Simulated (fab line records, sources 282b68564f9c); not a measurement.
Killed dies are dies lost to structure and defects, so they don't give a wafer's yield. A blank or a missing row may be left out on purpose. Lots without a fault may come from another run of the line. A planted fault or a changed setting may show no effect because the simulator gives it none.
fab line records | flow rit_cmos
record lots=15 wafers=45 last_day=7
route steps=202 shown ACTIVE@2 REOX@102 M1@185
lots that met no fault: from a run of the same line without faults
start_h: hours from the record's first day to the start of the lot's first wafer shown | wait_h: hours since the lot's step before | " the same as in the row above | L1.1+2: a row that stands for several wafers | - no value, or no start given | * or withheld: withheld | < > ~ a bound
route shown NAME@n: a module of which the file shows steps, and the number in the route of the first | usual: mean/standard deviation of fault-free wafers | same: alike in all rows | chamber/n: place in a boat | sites: the reading at each site | _std_site: their standard deviation | _edge_site: outer sites' mean less inner sites' | radius_mm: how far each site lies from the wafer's centre | mask NAME#n: copy n | behind: the tool/chamber that last shaped the wafer | hold: why the lot was held/for how many hours/how that ended | device: the transistor (n, p or np) that didn't switch | end of line: the same wafers' tests at the end of the route | a step without rows: its recipe alone | killed: dies lost to structure and defects at the first sort, not the wafer's yield | map: a wafer's dies, x killed, . not, _ none there
set.NAME: the setting as run; set.NAME@STEP: as run at that earlier step | model.NAME: the simulator's own value behind a step, which no gauge read
steps of the route over a sample of lots; a table a step, a row a wafer
services: from which hour (start_h, from the record's first day; less than 0 if before it) a tool's chamber was out of use, for how many hours, and why
## steps
# step RIT_ACTIVE_OXIDATION_01
# recipe temp_c=1000 ambient=O2 target_thk_a=468 ox_time_s=3360
# usual spike_tc_load_C=1031.1/1.7
# columns lot.wafer tool chamber start_h wait_h spike_tc_load_C
L149.3 furnace-04 0 13.62 3.6 1032.5
L149.5 " 0 " " 1032.3
L149.6 " 0 " " 1031.8
L150.1 furnace-04 0 19.26 4.2 1032.8
L150.3 " 0 " " 1032.9
L150.6 " 0 " " 1031.3
L151.2 furnace-04 0 24.90 4.9 1032.3
L151.3 " 0 " " 1030.6
L151.4 " 0 " " 1031.2
L152.1 furnace-03 0 29.79 4.8 1030.8
L152.5 " 0 " " 1030.2
L152.6 " 0 " " 1027.8
L153.2 furnace-03 0 36.66 6.6 1029.4
L153.3 " 0 " " 1030.5
L153.5 " 0 " " 1029.8
L155.2 furnace-04 0 46.93 6.9 1032.8
L155.3 " 0 " " 1032.8
L155.5 " 0 " " 1031.1
L156.3 furnace-04 0 46.93 1.9 1032.9
L156.4 " 0 " " 1030.9
L156.5 " 0 " " 1034.8
L157.1 furnace-04 0 51.42 1.4 1031.9
L157.5 " 0 " " 1032.1
L157.6 " 0 " " 1032.6
L158.3 furnace-04 0 56.15 1.1 1034.2
L158.4 " 0 " " 1031.5
L158.5 " 0 " " 1033.1
L160.3 furnace-04 0 66.24 1.2 1031.7
L160.4 " 0 " " 1032.1
L160.6 " 0 " " 1031.6
L161.2 furnace-03 0 71.58 1.5 1028.7
L161.5 " 0 " " 1029.7
L161.6 " 0 " " 1031.3
L162.2 furnace-03 0 77.39 2.4 1030.9
L162.5 " 0 " " 1031.3
L162.6 " 0 " " 1030.0
L168.2 furnace-03 0 106.46 1.4 1030.3
L168.4 " 0 " " 1029.2
L168.5 " 0 " " 1030.1
L171.1 furnace-03 0 124.17 4.2 1030.1
L171.2 " 0 " " 1030.5
L171.6 " 0 " " 1030.6
L172.2 furnace-03 0 127.67 2.6 1030.0
L172.4 " 0 " " 1031.0
L172.5 " 0 " " 1031.4
# step RIT_ACTIVE_THK_MEAS_02
# recipe reads=SiO2_of_ACTIVE_OXIDATION_01
# usual ACTIVE_OXIDE_THK=47.0/0.98
# columns lot.wafer tool chamber start_h wait_h ACTIVE_OXIDE_THK[nm]
L149.3 film_metro-03 - 15.58 0.0 46.7
L149.5 " - " " 46.4
L149.6 " - " " 46.8
L150.1 film_metro-04 - 21.19 0.0 48.6
L150.3 " - " " 48.4
L150.6 " - " " 48.8
L151.2 film_metro-02 - 26.84 0.0 46.8
L151.3 " - " " 47.5
L151.4 " - " " 46.7
L152.1 film_metro-02 - 31.73 0.0 46.8
L152.5 " - " " 47.5
L152.6 " - " " 47.4
L153.2 film_metro-02 - 38.61 0.0 48.0
L153.3 " - " " 48.1
L153.5 " - " " 48.4
L155.2 film_metro-02 - 48.88 0.0 48.1
L155.3 " - " " 48.3
L155.5 " - " " 47.6
L156.3 film_metro-04 - 48.89 0.0 47.1
L156.4 " - " " 48.2
L156.5 " - " " 46.9
L157.1 film_metro-03 - 53.35 0.0 41.5
L157.5 " - " " 41.6
L157.6 " - " " 41.7
L158.3 film_metro-04 - 58.11 0.0 42.9
L158.4 " - " " 42.6
L158.5 " - " " 42.6
L160.3 film_metro-02 - 68.19 0.0 39.0
L160.4 " - " " 39.1
L160.6 " - " " 38.8
L161.2 film_metro-04 - 73.53 0.0 46.4
L161.5 " - " " 47.1
L161.6 " - " " 47.4
L162.2 film_metro-02 - 79.34 0.0 45.1
L162.5 " - " " 46.0
L162.6 " - " " 45.4
L168.2 film_metro-03 - 108.40 0.0 47.4
L168.4 " - " " 46.9
L168.5 " - " " 46.4
L171.1 film_metro-03 - 126.11 0.0 47.1
L171.2 " - " " 47.1
L171.6 " - " " 46.5
L172.2 film_metro-02 - 129.61 0.0 46.2
L172.4 " - " " 46.4
L172.5 " - " " 45.8
# step RIT_REOX_THK_MEAS_04
# recipe reads=SiO2_of_REOX_OXIDATION_03
# usual REOX_OXIDE_THK=25.2/0.41
# columns lot.wafer tool chamber start_h wait_h REOX_OXIDE_THK[nm]
L149.3 film_metro-01 - 60.74 0.0 24.5
L149.5 " - " " 24.9
L149.6 " - " " 25.1
L150.1 film_metro-01 - 67.09 0.0 24.8
L150.3 " - " " 24.9
L150.6 " - " " 24.7
L151.2 film_metro-01 - 71.59 0.0 24.6
L151.3 " - " " 25.0
L151.4 " - " " 25.1
L152.1 film_metro-04 - 72.49 0.0 25.6
L152.5 " - " " 25.5
L152.6 " - " " 25.6
L153.2 film_metro-04 - 77.15 0.0 25.4
L153.3 " - " " 25.7
L153.5 " - " " 25.3
L156.3 film_metro-04 - 83.94 0.0 25.3
L156.4 " - " " 25.5
L156.5 " - " " 25.2
L155.2 film_metro-03 - 84.70 0.0 25.1
L155.3 " - " " 25.3
L155.5 " - " " 25.1
L157.1 film_metro-03 - 88.39 0.0 24.8
L157.5 " - " " 24.6
L157.6 " - " " 24.4
L158.3 film_metro-01 - 91.58 0.0 26.2
L158.4 " - " " 25.9
L158.5 " - " " 25.8
L160.3 film_metro-04 - 101.72 0.0 25.2
L160.4 " - " " 25.4
L160.6 " - " " 25.3
L161.2 film_metro-03 - 106.66 0.0 24.9
L161.5 " - " " 24.6
L161.6 " - " " 24.7
L162.2 film_metro-04 - 112.03 0.0 25.5
L162.5 " - " " 25.3
L162.6 " - " " 25.5
L168.2 film_metro-01 - 142.62 0.0 25.5
L168.4 " - " " 25.2
L168.5 " - " " 25.5
L171.1 film_metro-03 - 157.28 0.0 25.0
L171.2 " - " " 25.1
L171.6 " - " " 25.3
L172.2 film_metro-03 - 160.67 0.0 25.5
L172.4 " - " " 25.3
L172.5 " - " " 25.7
# step RIT_M1_RS_MEAS_01
# recipe thk_meas_gauge=four-point-probe reads=Al_of_M1_SPUTTER_00
# usual M1_AL_RS=0.0734/0.0006
# columns lot.wafer tool chamber start_h wait_h M1_AL_RS[ohm/sq]
L149.3 film_metro-02 - 73.75 0.2 0.0736
L149.5 " - " " 0.0737
L149.6 " - " " 0.0747
L150.1 film_metro-03 - 80.39 0.1 0.0732
L150.3 " - " " 0.0733
L150.6 " - " " 0.0737
L151.2 film_metro-03 - 85.59 0.2 0.0727
L151.3 " - " " 0.0724
L151.4 " - " " 0.0726
L152.1 film_metro-04 - 85.74 0.1 0.0740
L152.5 " - " " 0.0737
L152.6 " - " " 0.0733
L153.2 film_metro-04 - 92.26 0.2 0.0731
L153.3 " - " " 0.0741
L153.5 " - " " 0.0726
L156.3 film_metro-03 - 96.95 0.2 0.0732
L156.4 " - " " 0.0728
L156.5 " - " " 0.0735
L155.2 film_metro-02 - 98.47 0.2 0.0733
L155.3 " - " " 0.0736
L155.5 " - " " 0.0740
L157.1 film_metro-03 - 102.18 0.1 0.0737
L157.5 " - " " 0.0733
L157.6 " - " " 0.0739
L158.3 film_metro-04 - 104.90 0.2 0.0731
L158.4 " - " " 0.0734
L158.5 " - " " 0.0730
L160.3 film_metro-03 - 114.94 0.2 0.0744
L160.4 " - " " 0.0736
L160.6 " - " " 0.0738
L161.2 film_metro-04 - 119.53 0.2 0.0732
L161.5 " - " " 0.0732
L161.6 " - " " 0.0733
L162.2 film_metro-02 - 124.68 0.2 0.0733
L162.5 " - " " 0.0738
L162.6 " - " " 0.0733
L168.2 film_metro-02 - 155.67 0.2 0.0739
L168.4 " - " " 0.0731
L168.5 " - " " 0.0730
L171.1 film_metro-03 - 169.83 0.1 0.0755
L171.2 " - " " 0.0752
L171.6 " - " " 0.0751
L172.2 film_metro-02 - 172.94 0.2 0.0733
L172.4 " - " " 0.0727
L172.5 " - " " 0.0724
# step RIT_M1_CD_MEAS_90
# recipe target_cd_nm=2600
# usual cd_nm=2600/3.3
# columns lot.wafer tool chamber start_h wait_h cd_nm
L149.3 cd_sem-01 - 75.87 0.1 2602
L149.5 " - " " 2601
L149.6 " - " " 2602
L150.1 cd_sem-01 - 82.52 0.1 2605
L150.3 " - " " 2600
L150.6 " - " " 2603
L151.2 cd_sem-02 - 87.98 0.1 2602
L151.3 " - " " 2600
L151.4 " - " " 2602
L152.1 cd_sem-01 - 88.18 0.1 2595
L152.5 " - " " 2595
L152.6 " - " " 2594
L153.2 cd_sem-02 - 94.46 0.1 2596
L153.3 " - " " 2601
L153.5 " - " " 2597
L156.3 cd_sem-02 - 99.23 0.1 2602
L156.4 " - " " 2601
L156.5 " - " " 2598
L155.2 cd_sem-02 - 100.80 0.2 2602
L155.3 " - " " 2608
L155.5 " - " " 2602
L157.1 cd_sem-02 - 104.16 0.1 2597
L157.5 " - " " 2597
L157.6 " - " " 2599
L158.3 cd_sem-02 - 106.88 0.1 2601
L158.4 " - " " 2602
L158.5 " - " " 2601
L160.3 cd_sem-01 - 117.12 0.1 2597
L160.4 " - " " 2597
L160.6 " - " " 2598
L161.2 cd_sem-02 - 121.63 0.1 2604
L161.5 " - " " 2603
L161.6 " - " " 2605
L162.2 cd_sem-02 - 126.66 0.1 2595
L162.5 " - " " 2597
L162.6 " - " " 2596
L168.2 cd_sem-02 - 157.65 0.1 2604
L168.4 " - " " 2603
L168.5 " - " " 2600
L171.1 cd_sem-02 - 171.92 0.1 2600
L171.2 " - " " 2600
L171.6 " - " " 2598
L172.2 cd_sem-01 - 174.92 0.1 2597
L172.4 " - " " 2596
L172.5 " - " " 2597
## services
# columns tool chamber start_h hours kind
furnace-04 - -9.41 2.7 pm
furnace-04 - 42.68 4.2 pm
furnace-03 - 55.41 4.3 pm
furnace-04 - 106.65 2.6 pm
## key
first_sign step=RIT_ACTIVE_THK_MEAS_02 reading=ACTIVE_OXIDE_THK direction=down sigmas=6.1 usual=47.0 struck=41.1
effect none on later readings
met_at RIT_ACTIVE_OXIDATION_01
struck_lots L157,L158,L160
tester_left_out L157,L158,L160
not_acting_at RIT_REOX_THK_MEAS_04,RIT_M1_RS_MEAS_01,RIT_M1_CD_MEAS_90
onset_between 46.93 51.42
fault kind=process_parameter_drift tool=furnace-04 chamber=- onset_h=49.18 steps=RIT_ACTIVE_OXIDATION_01 channel=ox_time_s offset=* shape=step end_h=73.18 acts_in=* stated=*
# tester_left_out: of these lots the tester's yield and bins aren't shown, on N5 and GAA mostly nor the transistor test; their killed dies are dies lost to structure and defects alone, not to doping, threshold or leakage, so they don't give the yield
